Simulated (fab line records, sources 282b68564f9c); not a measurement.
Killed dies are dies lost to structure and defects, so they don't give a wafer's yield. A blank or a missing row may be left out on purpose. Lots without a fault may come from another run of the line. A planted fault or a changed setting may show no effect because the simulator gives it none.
A struck lot beside a sound one | flow rit_cmos | 34 steps out of a route of 202
Sound: wafers L868.1, L868.2, L868.6. Struck: wafers L883.2, L883.5, L883.6. The cause comes at the end.
At each step with rows: each side's tool, then ch and its chambers, then its first start. Under that, the readings that differ: sound wafers | struck wafers | difference of the means | sigmas: that difference in standard deviations of wafers without a fault.
alike: readings whose means differ by less than 2 such deviations, and words and numbers that are the same on both sides. not compared: withheld readings, readings that some wafer has no value for, bounds like >300 that may hide the same value, and numbers for which the record gives no deviation and whose values overlap.
The two part at a step that has a row with sigmas, a row that says differs or no value, or rows on one side only. Numbers that don't overlap but have no deviation are shown without sigmas and don't part them. A reading that every wafer of one side lacks parts them only if that side has two wafers or more.

first, 4 steps without rows for these wafers: RIT_ACTIVE_CLEAN_15 (cleans in SC1, time 600 s); RIT_ACTIVE_CLEAN_16 (cleans in dHF, time 30 s); RIT_ACTIVE_CLEAN_17 (cleans in SC2, time 600 s); RIT_FOX1_OXIDATION_00 (target thk 350.7 nm, ox time 1130 s).
RIT_FOX1_THK_MEAS_01:
  sound on film_metro-01, day 1 17:03; struck on film_metro-01, day 4 21:23
  alike: FOX1_OXIDE_THK
then, 2 steps without rows for these wafers: RIT_FOX1_WET_ETCH_02 (etches SiO2 in BOE, target depth 350 nm, time 390 s); RIT_FOX2_OXIDATION_00 (target thk 350.7 nm, ox time 1130 s).
RIT_FOX2_THK_MEAS_01:
  sound on film_metro-02, day 1 18:40; struck on film_metro-03, day 4 23:46
  reading             | sound       | struck      | difference | sigmas
  FOX2_OXIDE_THK (nm) | 364 357 362 | 340 339 333 | -24        | -3
then, 2 steps without rows for these wafers: RIT_FOX2_CLEAN_02 (cleans in dHF, time 180 s); RIT_FOX2_WET_ETCH_03 (etches Si3N4 in H3PO4, target depth 195 nm, time 2700 s).
RIT_FOX2_THK_MEAS_90:
  sound on film_metro-04, day 1 19:41; struck on film_metro-04, day 5 00:38
  reading                     | sound       | struck      | difference | sigmas
  FIELD_OXIDE_LEFT_1_THK (nm) | 336 330 334 | 313 311 305 | -24        | -3
then, 1 step without rows for these wafers: RIT_NWELL_HMDS_00 (prime time 60 s).
RIT_NWELL_COAT_01: resist thk 1300 nm.
  sound on litho_track-02 ch 0, day 1 19:53; struck on litho_track-02, day 5 00:52
  no value came back on the struck wafers for chill_plate_temp_C (C), dispense_pressure_kPa (kPa); on the sound wafers chill_plate_temp_C (C) reads 23.01 22.93 22.83
then, 4 steps without rows for these wafers: RIT_NWELL_SOFTBAKE_02 (time 60 s); RIT_NWELL_EXPOSE_03 (exposes mask M2, target cd 43900 nm); RIT_NWELL_PEB_04; RIT_NWELL_DEVELOP_05 (develop time 68 s).
RIT_NWELL_OVL_MEAS_06:
  sound on overlay-01, day 1 20:37; struck on overlay-02, day 5 01:42
  reading        | sound          | struck | difference                    | sigmas
  NWELL_OVL (nm) | -0.9 -0.4 -0.4 | - - -  | no value on the struck wafers |
then, 2 steps without rows for these wafers: RIT_NWELL_HARDBAKE_07 (time 120 s); RIT_NWELL_IMPLANT_08.
RIT_NWELL_STRIP_09: strips in O2, time 180 s.
  sound on plasma_asher-03 ch 0,1, day 1 21:03; struck on plasma_asher-02 ch 0,1, day 5 02:08
  alike: drypump_motor_current_A
  not compared: rf_hours_counter_h
RIT_NWELL_TW_MEAS_10:
  sound on film_metro-01, day 1 21:14; struck on film_metro-02, day 5 02:19
  reading  | sound          | struck         | difference | sigmas
  NWELL_TW | 2124 2130 2130 | 2164 2152 2158 | +30        | +2
then, 6 steps without rows for these wafers: RIT_PWELL_HMDS_00 (prime time 60 s); RIT_PWELL_COAT_01 (resist thk 1300 nm); RIT_PWELL_SOFTBAKE_02 (time 60 s); RIT_PWELL_EXPOSE_03 (exposes mask M3, target cd 43700 nm); RIT_PWELL_PEB_04; RIT_PWELL_DEVELOP_05 (develop time 68 s).
RIT_PWELL_OVL_MEAS_06:
  sound on overlay-02, day 1 22:17; struck on overlay-01, day 5 03:23
  alike: PWELL_OVL
then, 2 steps without rows for these wafers: RIT_PWELL_HARDBAKE_07 (time 120 s); RIT_PWELL_IMPLANT_08.
RIT_PWELL_STRIP_09: strips in O2, time 180 s.
  sound on plasma_asher-02 ch 0,1, day 1 22:44; struck on plasma_asher-04 ch 0,1, day 5 03:49
  alike: drypump_motor_current_A
  not compared: rf_hours_counter_h
RIT_PWELL_TW_MEAS_10:
  sound on film_metro-03, day 1 22:55; struck on film_metro-02, day 5 04:13
  reading  | sound       | struck         | difference | sigmas
  PWELL_TW | 957 950 956 | 2201 2208 2211 | +1252      | +99 or more
  not compared: hold
RIT_M1_PROBE_99:
  the record has rows for the sound wafers here (prober-01, day 3 10:37) and none for the struck ones

WHERE THEY PART
First at RIT_FOX2_THK_MEAS_01; last, within this record, at RIT_M1_PROBE_99.

WHY: what the simulator had put in
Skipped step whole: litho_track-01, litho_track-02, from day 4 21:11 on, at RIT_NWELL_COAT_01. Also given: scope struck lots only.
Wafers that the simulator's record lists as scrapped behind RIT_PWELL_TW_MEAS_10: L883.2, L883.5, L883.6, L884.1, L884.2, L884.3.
